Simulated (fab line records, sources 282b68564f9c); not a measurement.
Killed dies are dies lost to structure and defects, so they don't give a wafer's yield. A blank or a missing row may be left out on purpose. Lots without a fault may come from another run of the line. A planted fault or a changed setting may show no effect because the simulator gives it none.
Problem report in the 8D (eight disciplines) form, filled by code | flow rit_cmos | the parts of the form that need people (team, actions taken, sign-off) are left out

1. THE PROBLEM
SILICIDE_TI_RS at RIT_SILICIDE_RS_MEAS_02 reads a mean of 43.0 ohm/sq on 3 wafers of 2 lots; wafers without a fault read 47.5 ohm/sq with a standard deviation of 0.65. That is -6.9 standard deviations from the usual mean.
The step: measures by four-point-probe.
First seen on wafer L164.6, day 6 05:32, on film_metro-03. The record holds 42 wafers of 14 lots with a number at this step. Rule for "out", or "out of limits": more than 4 standard deviations from the usual mean. The other wafers with a number count as sound.

2. WHAT IT IS AND WHAT IT IS NOT
question                    | is                     | is not
which readings at this step | SILICIDE_TI_RS         | -
which lots                  | L164, L166             | L149, L150, L151, L152, L154, L155, L156, L161, L163, L167, L169, L171
which wafers of those lots  | L164.6, L166.2, L166.5 | L164.2, L164.4, L166.6
read on which gauges        | film_metro-03          | film_metro-01, film_metro-04
when                        | from day 6 05:32       | up to then (29 sound wafers); but 10 sound wafers of L166, L167, L169, L171 came after

3. SUSPECTS, AND WHAT RULES EACH OUT
Counting: a tool at a process step up to the reading stays a suspect if it ran every lot that is out. Sound lots after the first of them don't rule it out here, since some wafers of a struck lot are sound.
- the gauge at RIT_SILICIDE_RS_MEAS_02: kept. All the wafers that are out were read on film_metro-03, and no step on other tools shows them out.
- pvd_sputter-03 at RIT_SILICIDE_SPUTTER_01 (material Ti, target thk 30 nm, time 240 s): kept. It ran every lot that is out, first L164 (day 6 05:22); its last sound lot up to then is L156 (day 4 13:08).
Left after counting: pvd_sputter-03 at RIT_SILICIDE_SPUTTER_01, film_metro-03 at RIT_SILICIDE_RS_MEAS_02.

4. THE CAUSE (what the simulator had put in)
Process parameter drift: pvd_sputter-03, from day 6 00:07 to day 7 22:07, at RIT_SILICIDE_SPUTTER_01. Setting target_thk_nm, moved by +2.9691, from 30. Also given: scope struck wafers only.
Counting left 2 suspects, and this tool is among them.

5. THE CHAIN OF EFFECTS, in route order
Each row: a reading whose mean over the struck wafers that have a number lies more than 3 standard deviations from the usual. Only readings for which the record gives a usual standard deviation are gone through. hours: the time from each lot's start at the first step in this table that gives one to its start at this step, as a median over the lots. sigmas: the change in usual standard deviations.
hours | step                     | reading         | usual       | on struck wafers | change | sigmas
0     | RIT_SILICIDE_RS_MEAS_02  | SILICIDE_TI_RS  | 47.5 ohm/sq | 43.0             | -4.5   | -6.9
0     | RIT_SILICIDE_THK_MEAS_03 | SILICIDE_TI_THK | 30.6 nm     | 33.2             | +2.6   | +7.5

6. WHAT WOULD HAVE CAUGHT IT SOONER
In this record the first reading out of limits at a measuring or inspecting step was taken at day 6 05:32, 5 hours after the fault began at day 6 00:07.
Of the tool readings at RIT_SILICIDE_SPUTTER_01 for which the record gives a usual standard deviation, none was out on any struck wafer, so an alarm limit of 4 standard deviations on them would not have fired.
Of the lots that are out (2), L166 began RIT_SILICIDE_SPUTTER_01 on pvd_sputter-03 after day 6 05:32. A hold on the tool at that time would have spared it.
